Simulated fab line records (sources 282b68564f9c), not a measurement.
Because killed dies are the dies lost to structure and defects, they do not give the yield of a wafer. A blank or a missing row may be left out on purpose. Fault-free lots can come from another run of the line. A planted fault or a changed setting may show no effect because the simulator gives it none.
fab line records	flow ritCmos
record lots=6	wafers=18	lastDay=7
route steps=202 shown NWELL@35 PWELL@39 WELLDRIVE@50 NRETRO@53 M1@202
lots with no fault: from the same line, run without faults
startH: start of the lot's first displayed wafer, in hours after the record's first day	waitH: hours from the lot's prior step to this one	" same as the row above	L1.1+2: a single row standing in for several wafers	- either no value or no given start	* or withheld: withheld	< > ~ a bound
route shown NAME@n: a module of which the file shows steps, and the number in the route of the first	usual: mean/standard deviation taken from wafers without a fault	same: alike in all rows	chamber/n: place in a boat	sites: the reading at each site	_std_site: standard deviation of those values	_edge_site: outer sites' mean less inner sites'	radiusMm: for every site, how far away it sits from the centre of the wafer	mask NAME#n: copy n	behind: the tool/chamber that last shaped the wafer	hold: why the lot was held/for how many hours/how that ended	device: which transistor (n, p or np) failed to switch	end of line: the route-end tests of the same wafers	where a step has no rows: the recipe by itself	killed: dies that structure and defects cost at the first sort, which is not the same as the wafer's yield	map: the dies of a wafer, with x for killed, . for not killed, _ for no die there
set.NAME: the setting as run; set.NAME@STEP: as run at that earlier step	model.NAME: the simulator's own value behind a step, which no gauge read
lots at some steps of the route; a table a step, a row a wafer
services: from which hour (startH, from the record's first day; less than 0 if before it) a tool's chamber was out of use, for how many hours, and why
## steps
# step RIT_NWELL_HARDBAKE_07
# recipe resist=NOVOLAK	tempC=140	timeS=120
# step RIT_NWELL_IMPLANT_08
# recipe species=P	energyKev=170	doseCm2=5e+13	tiltDeg=7
# step RIT_NWELL_STRIP_09
# recipe chemistry=O2	timeS=180	resist=NOVOLAK	platenTempC=withheld	powerW=500	pressureMtorr=4000	o2FlowSccm=4000
# usual drypumpMotorCurrentA=5.58/0.21
lot.wafer	tool	chamber	startH	waitH	drypumpMotorCurrentA	rfHoursCounterH
L526.1	plasmaAsher-01	1	32.36	0.1	5.67	37
L526.3	"	0	"	"	5.72	-
L526.5	"	0	"	"	5.70	-
L527.1	plasmaAsher-04	1	37.59	0.1	5.27	38
L527.2	"	0	"	"	5.61	38
L527.5	"	1	"	"	5.25	-
L539.1	plasmaAsher-01	1	96.60	0.1	5.67	44
L539.2	"	0	"	"	5.74	44
L539.5	"	0	"	"	5.74	-
L540.3	plasmaAsher-04	0	103.16	0.1	5.61	-
L540.5	"	0	"	"	5.59	-
L540.6	"	1	"	"	5.27	-
L542.2	plasmaAsher-03	0	119.55	0.1	5.91	47
L542.4	"	0	"	"	5.91	-
L542.6	"	1	"	"	5.65	-
L547.1	plasmaAsher-04	0	138.82	0.1	5.63	49
L547.2	"	1	"	"	5.25	49
L547.6	"	0	"	"	5.62	-
# step RIT_NWELL_TW_MEAS_10
# usual NWELL_TW=2139/13
lot.wafer	tool	chamber	startH	waitH	NWELL_TW
L526.1	filmMetro-02	-	32.54	0.1	2135
L526.3	"	-	"	"	2149
L526.5	"	-	"	"	2138
L527.1	filmMetro-02	-	37.77	0.1	2119
L527.2	"	-	"	"	2127
L527.5	"	-	"	"	2120
L539.1	filmMetro-01	-	96.77	0.1	2159
L539.2	"	-	"	"	2164
L539.5	"	-	"	"	2146
L540.3	filmMetro-02	-	103.30	0.1	2145
L540.5	"	-	"	"	2132
L540.6	"	-	"	"	2140
L542.2	filmMetro-01	-	119.74	0.1	2158
L542.4	"	-	"	"	2178
L542.6	"	-	"	"	2169
L547.1	filmMetro-02	-	138.99	0.1	2128
L547.2	"	-	"	"	2112
L547.6	"	-	"	"	2120
# step RIT_PWELL_HMDS_00
# recipe primeTimeS=60	primeTempC=140
# step RIT_PWELL_COAT_01
# recipe resist=NOVOLAK	spinRpm=2000	resistThkNm=1300
# step RIT_PWELL_SOFTBAKE_02
# recipe resist=NOVOLAK	tempC=90	timeS=61.77
# usual plateSensorTCentreC=90.969/0.0098	plateSensorTEdgeC=91.021/0.0097
lot.wafer	tool	chamber	startH	waitH	plateSensorTCentreC	plateSensorTEdgeC
L526.1	lithoTrack-04	0	32.90	0.1	90.989	91.024
L526.3	"	0	"	"	90.976	91.035
L526.5	"	0	"	"	90.955	91.017
L527.1	lithoTrack-03	0	38.13	0.1	90.982	91.011
L527.2	"	0	"	"	90.969	91.022
L527.5	"	0	"	"	90.974	91.028
L539.1	lithoTrack-03	0	97.28	0.1	90.950	91.016
L539.2	"	0	"	"	90.979	91.021
L539.5	"	0	"	"	90.961	91.038
L540.3	lithoTrack-02	0	103.69	0.1	90.960	91.015
L540.5	"	0	"	"	90.952	91.016
L540.6	"	0	"	"	90.974	91.020
L542.2	lithoTrack-03	0	120.11	0.1	90.968	91.019
L542.4	"	0	"	"	90.983	91.029
L542.6	"	0	"	"	90.980	91.040
L547.1	lithoTrack-02	0	139.35	0.1	90.963	91.020
L547.2	"	0	"	"	90.957	91.028
L547.6	"	0	"	"	90.973	91.016
# step RIT_PWELL_EXPOSE_03
# recipe maskId=M3	na=0.57	targetCdNm=43700	doseMj=250
# step RIT_PWELL_PEB_04
# recipe resist=NOVOLAK	tempC=withheld	timeS=withheld
# step RIT_PWELL_DEVELOP_05
# recipe resist=NOVOLAK	developTimeS=68	devTempC=23
# step RIT_PWELL_OVL_MEAS_06
# usual PWELL_OVL=1.4/1.4
lot.wafer	tool	chamber	startH	waitH	PWELL_OVL[nm]
L526.1	overlay-01	-	33.48	-	1.5
L526.3	"	-	"	"	0.3
L526.5	"	-	"	"	2.6
L527.1	overlay-01	-	38.83	-	1.2
L527.2	"	-	"	"	-0.1
L527.5	"	-	"	"	1.4
L539.1	overlay-02	-	97.99	-	0.2
L539.2	"	-	"	"	0.5
L539.5	"	-	"	"	0.0
L540.3	overlay-02	-	104.23	-	0.5
L540.5	"	-	"	"	0.6
L540.6	"	-	"	"	-0.9
L542.2	overlay-01	-	120.67	-	4.3
L542.4	"	-	"	"	2.8
L542.6	"	-	"	"	3.7
L547.1	overlay-01	-	139.93	-	-1.3
L547.2	"	-	"	"	1.0
L547.6	"	-	"	"	0.9
# step RIT_PWELL_HARDBAKE_07
# recipe resist=NOVOLAK	tempC=140	timeS=120
# step RIT_PWELL_IMPLANT_08
# recipe species=B	energyKev=170	doseCm2=7e+13	tiltDeg=7
# usual doseIonsCm2=7e+13/8.2e+10	faradayCurrentUA=222/4.5
lot.wafer	tool	chamber	startH	waitH	doseIonsCm2	faradayCurrentUA
L526.1	implanter-04	0	33.76	0.2	6.986e+13	221
L526.3	"	0	"	"	7.005e+13	217
L526.5	"	0	"	"	7.001e+13	223
L527.1	implanter-02	0	39.12	0.2	6.992e+13	225
L527.2	"	0	"	"	7.005e+13	225
L527.5	"	0	"	"	7.002e+13	218
L539.1	implanter-02	0	98.27	0.2	5.522e+13	174
L539.2	"	0	"	"	5.525e+13	167
L539.5	"	0	"	"	5.531e+13	182
L540.3	implanter-02	0	104.73	0.2	5.514e+13	178
L540.5	"	0	"	"	5.52e+13	171
L540.6	"	0	"	"	5.521e+13	180
L542.2	implanter-01	0	120.98	0.2	6.982e+13	225
L542.4	"	0	"	"	6.997e+13	221
L542.6	"	0	"	"	6.989e+13	225
L547.1	implanter-04	0	140.22	0.2	7.012e+13	221
L547.2	"	0	"	"	7.004e+13	221
L547.6	"	0	"	"	7.01e+13	221
# step RIT_PWELL_STRIP_09
# recipe chemistry=O2	timeS=180	resist=NOVOLAK	platenTempC=withheld	powerW=500	pressureMtorr=4000	o2FlowSccm=4000
# usual drypumpMotorCurrentA=5.7/0.4
lot.wafer	tool	chamber	startH	waitH	drypumpMotorCurrentA	rfHoursCounterH
L526.1	plasmaAsher-02	0	33.91	0.1	5.6	26
L526.3	"	0	"	"	5.6	-
L526.5	"	0	"	"	5.6	-
L527.1	plasmaAsher-04	1	39.27	0.1	5.3	38
L527.2	"	0	"	"	5.6	38
L527.5	"	1	"	"	5.3	-
L539.1	plasmaAsher-02	1	98.42	0.1	6.6	32
L539.2	"	0	"	"	5.6	32
L539.5	"	0	"	"	5.6	-
L540.3	plasmaAsher-04	1	104.89	0.1	5.3	-
L540.5	"	1	"	"	5.3	-
L540.6	"	0	"	"	5.6	-
L542.2	plasmaAsher-04	0	121.10	0.1	5.6	47
L542.4	"	0	"	"	5.6	-
L542.6	"	1	"	"	5.3	-
L547.1	plasmaAsher-04	1	140.37	0.1	5.3	49
L547.2	"	0	"	"	5.6	49
L547.6	"	0	"	"	5.7	-
# step RIT_PWELL_TW_MEAS_10
# usual PWELL_TW=951/6.7
lot.wafer	tool	chamber	startH	waitH	PWELL_TW
L526.1	filmMetro-01	-	34.09	0.1	951
L526.3	"	-	"	"	955
L526.5	"	-	"	"	956
L527.1	filmMetro-02	-	39.44	0.1	951
L527.2	"	-	"	"	947
L527.5	"	-	"	"	941
L539.1	filmMetro-01	-	98.60	0.1	885
L539.2	"	-	"	"	887
L539.5	"	-	"	"	892
L540.3	filmMetro-01	-	105.03	0.1	894
L540.5	"	-	"	"	895
L540.6	"	-	"	"	893
L542.2	filmMetro-02	-	121.29	0.1	937
L542.4	"	-	"	"	938
L542.6	"	-	"	"	941
L547.1	filmMetro-01	-	140.55	0.1	953
L547.2	"	-	"	"	952
L547.6	"	-	"	"	952
# step RIT_WELLDRIVE_ANNEAL_00
# recipe tempC=1100	timeS=14700	ambient=N2
# step RIT_WELLDRIVE_RS_MEAS_01
# recipe thkMeasGauge=four-point-probe
# usual NWELL_RS=275.3/0.68
lot.wafer	tool	chamber	startH	waitH	NWELL_RS[ohm/sq]
L526.1	filmMetro-01	-	39.23	0.0	275.6
L526.3	"	-	"	"	274.9
L526.5	"	-	"	"	275.2
L527.1	filmMetro-04	-	44.59	0.0	276.4
L527.2	"	-	"	"	275.9
L527.5	"	-	"	"	275.8
L539.1	filmMetro-02	-	103.74	0.0	275.6
L539.2	"	-	"	"	274.8
L539.5	"	-	"	"	275.6
L540.3	filmMetro-01	-	112.54	0.0	275.2
L540.5	"	-	"	"	275.2
L540.6	"	-	"	"	274.4
L542.2	filmMetro-01	-	127.16	0.0	276.2
L542.4	"	-	"	"	275.0
L542.6	"	-	"	"	274.8
L547.1	filmMetro-04	-	146.22	0.0	276.0
L547.2	"	-	"	"	274.8
L547.6	"	-	"	"	275.5
# step RIT_WELLDRIVE_RS_MEAS_02
# recipe thkMeasGauge=four-point-probe
# usual PWELL_RS=429.3/1.2
lot.wafer	tool	chamber	startH	waitH	PWELL_RS[ohm/sq]
L526.1	filmMetro-01	-	39.35	0.1	431.5
L526.3	"	-	"	"	430.3
L526.5	"	-	"	"	431.5
L527.1	filmMetro-04	-	44.71	0.1	430.3
L527.2	"	-	"	"	430.0
L527.5	"	-	"	"	429.1
L539.1	filmMetro-02	-	103.86	0.1	498.5
L539.2	"	-	"	"	498.5
L539.5	"	-	"	"	498.2
L540.3	filmMetro-01	-	112.66	0.1	498.5
L540.5	"	-	"	"	499.3
L540.6	"	-	"	"	498.2
L542.2	filmMetro-01	-	127.28	0.1	429.1
L542.4	"	-	"	"	429.0
L542.6	"	-	"	"	428.6
L547.1	filmMetro-04	-	146.34	0.1	427.9
L547.2	"	-	"	"	429.5
L547.6	"	-	"	"	429.1
# step RIT_NRETRO_HMDS_00
# recipe primeTimeS=60	primeTempC=140
# step RIT_M1_PROBE_99
# usual killedAtFrontEnd=6.9/2.9	killedDies=7.0/2.9	killedOpen=3.4/2.1	killedShort=3.5/1.8
# same grossDies=264	killed_at_M0_to_M3=0	killed_at_M4_up=0	killedAtBackSide=0	killedAtContacts=0	killedAtOther=0
lot.wafer	tool	chamber	startH	waitH	killedAtFrontEnd	killedDies	killedOpen	killedShort	model.etest.nmos_0p3.rOnOhmUm	model.etest.pwellPinched.rsOhmSq	model.etest.pwell.rsOhmSq	model.etest.nmos_0p15.rOnOhmUm	model.etest.nmosTurned.driveUaUm	model.etest.nmos_0p15.driveUaUm	model.etest.nmosNarrow.driveUaUm	model.etest.nmos_0p3.driveUaUm
L526.1	prober-01	-	70.12	0.1	4	4	3	1	2135	463.3	415.3	1151	300.1	459	230.4	231.1
L526.3	prober-01	-	70.22	0.2	5	5	3	2	2208	464	419.4	1184	292.8	442.1	217.6	221.6
L526.5	prober-01	-	70.32	0.2	10	10	3	7	2151	460.6	420.5	1141	311.9	456.7	219.3	225.2
L527.1	prober-02	-	76.54	0.1	6	6	1	5	2205	469.2	424.8	1185	293	460.5	219.3	223.2
L527.2	prober-02	-	76.59	0.1	3	3	2	1	2197	469.8	422.1	1157	295.3	452.5	218.7	220.3
L527.5	prober-02	-	76.74	0.2	2	2	1	1	2171	472.4	425.8	1162	294.2	453.3	214.6	219.2
L539.1	prober-02	-	139.95	0.1	6	6	2	4	2002	530.7	483.2	1027	375.2	509.8	246.3	248.6
L539.2	prober-02	-	140.00	0.1	5	5	2	3	2039	547.1	487.8	1056	377.8	518.5	242	248.8
L539.5	prober-02	-	140.15	0.2	7	7	2	5	2028	525.8	476.8	1044	369.9	515.6	239.7	242.9
L540.3	prober-01	-	144.33	0.2	6	6	5	1	2047	539	491.9	1078	346.6	496.9	243.8	245.4
L540.5	prober-01	-	144.43	0.2	14	14	8	6	2031	533.9	487.5	1061	351.2	506.1	246.4	247.6
L540.6	prober-01	-	144.48	0.2	7	7	4	3	2029	526.6	487.1	1034	347.4	507.9	243.5	246.8
L542.2	prober-01	-	157.85	0.1	10	10	5	5	2073	467.2	414	1102	343.9	507.1	241.2	247.5
L542.4	prober-01	-	157.95	0.2	8	8	4	4	2122	460.1	414.3	1128	322.3	485.2	234.1	237.8
L542.6	prober-01	-	158.05	0.2	6	6	3	3	2088	453.6	408.6	1089	329	498.1	233.6	238.8
L547.1	prober-02	-	177.44	0.1	1	1	0	1	2142	453.2	414.5	1119	327.1	480	222	228.9
L547.2	prober-02	-	177.49	0.1	2	2	1	1	2153	457	410.3	1136	318.8	473.2	221.1	229.1
L547.6	prober-02	-	177.69	0.2	3	3	1	2	2124	449.9	407.9	1102	322.7	484.4	224.2	233.2
# killed by level:class
L526.1 FOX2:geometricParticle:open=1 GATE:geometricParticle:open=1 REOX:geometricParticle:short=1 SPACER:geometricParticle:open=1
L526.3 FOX2:geometricParticle:open=1 FOX2:geometricParticle:short=1 GATE:geometricParticle:open=1 GATE:geometricParticle:short=1 SPACER:geometricParticle:open=1
L526.5 SPACER:geometricParticle:short=3 GATE:geometricParticle:open=2 GATE:geometricParticle:short=2 REOX:geometricParticle:short=1 SPACER:geometricParticle:open=1 SILICIDE:geometricParticle:short=1
L527.1 GATE:geometricParticle:short=3 SPACER:geometricParticle:short=1 SILICIDE:geometricParticle:open=1 SILICIDE:geometricParticle:short=1
L527.2 GATE:geometricParticle:open=1 REOX:geometricParticle:short=1 REOX:geometricParticle:open=1
L527.5 GATE:geometricParticle:open=1 GATE:geometricParticle:short=1
L539.1 GATE:geometricParticle:open=2 GATE:geometricParticle:short=2 SILICIDE:geometricParticle:short=2
L539.2 FOX1:geometricParticle:open=1 FOX2:geometricParticle:short=1 GATE:geometricParticle:short=1 SPACER:geometricParticle:short=1 SILICIDE:geometricParticle:open=1
L539.5 GATE:geometricParticle:short=2 GATE:geometricParticle:open=2 FOX2:geometricParticle:short=1 REOX:geometricParticle:short=1 SPACER:geometricParticle:short=1
L540.3 GATE:geometricParticle:open=3 GATE:geometricParticle:short=1 SPACER:geometricParticle:open=1 SILICIDE:geometricParticle:open=1
L540.5 GATE:geometricParticle:open=4 GATE:geometricParticle:short=3 SPACER:geometricParticle:open=2 REOX:geometricParticle:open=1 REOX:geometricParticle:short=1 SPACER:geometricParticle:short=1 SILICIDE:geometricParticle:short=1 SILICIDE:geometricParticle:open=1
L540.6 SPACER:geometricParticle:open=3 GATE:geometricParticle:short=2 SILICIDE:geometricParticle:short=1 SILICIDE:geometricParticle:open=1
L542.2 GATE:geometricParticle:open=3 GATE:geometricParticle:short=2 SPACER:geometricParticle:short=2 FOX1:geometricParticle:short=1 FOX2:geometricParticle:open=1 SILICIDE:geometricParticle:open=1
L542.4 SILICIDE:geometricParticle:short=2 GATE:geometricParticle:open=1 REOX:geometricParticle:open=1 REOX:geometricParticle:short=1 SPACER:geometricParticle:short=1 SPACER:geometricParticle:open=1 SILICIDE:geometricParticle:open=1
L542.6 GATE:geometricParticle:open=3 FOX1:geometricParticle:short=1 GATE:geometricParticle:short=1 REOX:geometricParticle:short=1
L547.1 GATE:geometricParticle:short=1
L547.2 FOX2:geometricParticle:short=1 GATE:geometricParticle:open=1
L547.6 GATE:geometricParticle:open=1 GATE:geometricParticle:short=1 REOX:geometricParticle:short=1
## services
tool	chamber	startH	hours	kind
plasmaAsher-04	-	37.92	1.1	repair
implanter-02	-	76.55	3.1	repair
plasmaAsher-01	-	108.75	9.0	pm
plasmaAsher-01	0	108.75	9.0	ventCycle
plasmaAsher-01	1	108.75	9.0	ventCycle
plasmaAsher-01	0	117.75	-	clean
plasmaAsher-01	1	117.75	-	clean
## key
firstSign step=RIT_PWELL_IMPLANT_08	reading=doseIonsCm2	direction=down	sigmas=99+	usual=7e+13	struck=5.522e+13
effect step=RIT_PWELL_IMPLANT_08	reading=faradayCurrentUA	direction=down	sigmas=10	usual=222	struck=175
effect step=RIT_PWELL_TW_MEAS_10	reading=PWELL_TW	direction=down	sigmas=9	usual=951	struck=891
effect step=RIT_WELLDRIVE_RS_MEAS_02	reading=PWELL_RS	direction=up	sigmas=58	usual=429.3	struck=498.5
modelEffect step=RIT_M1_PROBE_99	value=etest.nmos_0p3.rOnOhmUm	without=2174	struck=2029
metAt RIT_PWELL_IMPLANT_08
struckWafers L539.1,L539.2,L539.5,L540.3,L540.5,L540.6
testerLeftOut L539,L540
onsetBetween 39.12 98.27
fault kind=processParameterDrift	tool=implanter-02	chamber=-	onsetH=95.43	steps=RIT_PWELL_IMPLANT_08	channel=doseCm2	offset=-1.47e+13	shape=step	endH=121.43	actsIn=theseRecipesOnly	stated=7e+13
# testerLeftOut: of these lots the tester's yield and bins aren't shown, on N5 and GAA mostly nor the transistor test; their killed dies are dies lost to structure and defects alone, not to doping, threshold or leakage, so they don't give the yield
